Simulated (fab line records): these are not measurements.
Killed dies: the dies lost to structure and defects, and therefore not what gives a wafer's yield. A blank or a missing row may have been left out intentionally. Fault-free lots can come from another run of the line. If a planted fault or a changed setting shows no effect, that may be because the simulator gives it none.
Split-lot experiment	flow berkeley cmos170	5 lots, 23 wafers read, on a route of 331 steps

SPLIT DETAILS
At UCB170_M2_PEB_13, the setting peb temp c was moved away from the recipe's 130 C on 6 of the 23 wafers read, by -2.7% to +2.2%. This setting was run at the recipe's value on the other wafers.

FROM THE SPLIT TO THE READING: what the file shows between them, 5 steps
- UCB170_M2_DEVELOP_14: develop time 45 s
- UCB170_M2_CD_MEAS_15: target cd 700 nm
- UCB170_M2_ETCH_17: etches BARC in N2/H2
- UCB170_M2_METAL_ETCH_18: etches Al in Cl2/BCl3, stops on SiO2, target depth 1170 nm, time 195 s
- UCB170_M2_STRIP_19: strips in O2

THE READING
Shown in nm: cd nm at UCB170_M2_CD_MEAS_90, with target cd 700 nm. Typical for fault-free wafers on this fab line: 700 nm, with standard deviation 3.2 nm.

wafer	tool, chamber at the split	peb temp c as run, C	against the recipe	cd nm, nm	against lot-mates on the recipe
L075.1	litho track-04, 0	130	recipe	696	-
L075.2	litho track-04, 0	130	recipe	695	-
L075.4	litho track-04, 0	132.8	+2.2%	678	-17
L075.5	litho track-04, 0	130	recipe	693	-
L075.6	litho track-04, 0	132.8	+2.2%	678	-17
L074.1	litho track-04, 0	130	recipe	695	-
L074.2	litho track-04, 0	130	recipe	697	-
L074.4	litho track-04, 0	130	recipe	697	-
L074.5	litho track-04, 0	130	recipe	697	-
L074.6	litho track-04, 0	130	recipe	701	-
L080.1	litho track-03, 0	130	recipe	701	-
L080.4	litho track-03, 0	130	recipe	702	-
L080.6	litho track-03, 0	130	recipe	704	-
L083.2	litho track-03, 0	132.5	+1.9%	689	-11
L083.3	litho track-03, 0	132.5	+1.9%	689	-11
L083.4	litho track-03, 0	130	recipe	698	-
L083.5	litho track-03, 0	130	recipe	702	-
L083.6	litho track-03, 0	130	recipe	700	-
L082.1	litho track-01, 0	130	recipe	700	-
L082.3	litho track-01, 0	126.5	-2.7%	731	+31
L082.4	litho track-01, 0	126.5	-2.7%	727	+27
L082.5	litho track-01, 0	130	recipe	701	-
L082.6	litho track-01, 0	130	recipe	700	-

FIT RESULTS
A straight line over all 23 wafers: cd nm changes by -9.4 nm for each +1% of peb temp c; r = -0.95; the points scatter about the line by 3.9 nm.
The same after taking each lot's own level away (the mean of its wafers on the recipe; 23 wafers): -8.71 nm for each +1%; r = -0.97; scatter 2.6 nm.
Per that fit: largest peb temp c move, reading shift of 23 nm.
Across the lots, their own levels run from 694.7 to 702.3 nm, a range of 2.4 times the standard deviation given above.
So the lot-to-lot level changes the slope little: the two slopes agree.
Check: +22 nm against its lot-mates is what the line predicts for one of the wafers moved furthest among these (-2.7%) when that wafer is left out of the fit. It came out at +30.7 nm against them.

THE WHOLE CHAIN: every reading that the file lists as answering this split, in the file's order
step	what it does	reading	change (the file's fit)	r (the file's)
UCB170_M2_CD_MEAS_15	target cd 700 nm	cd nm	-8.79 nm for each +1% of the setting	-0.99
UCB170_M2_ETCH_17	etches BARC in N2/H2	M2.cd nm (the simulator's own value, which no gauge read)	-8.72 nm for each +1% of the setting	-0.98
UCB170_M2_METAL_ETCH_18	etches Al in Cl2/BCl3, stops on SiO2, target depth 1170 nm, time 195 s	M2.cd nm (the simulator's own value, which no gauge read)	-8.56 nm for each +1% of the setting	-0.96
UCB170_M2_CD_MEAS_90	target cd 700 nm	cd nm	-8.57 nm for each +1% of the setting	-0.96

THE FILE'S OWN FIT
cd nm changes by -8.57 nm for each +1% of peb temp c, r = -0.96.
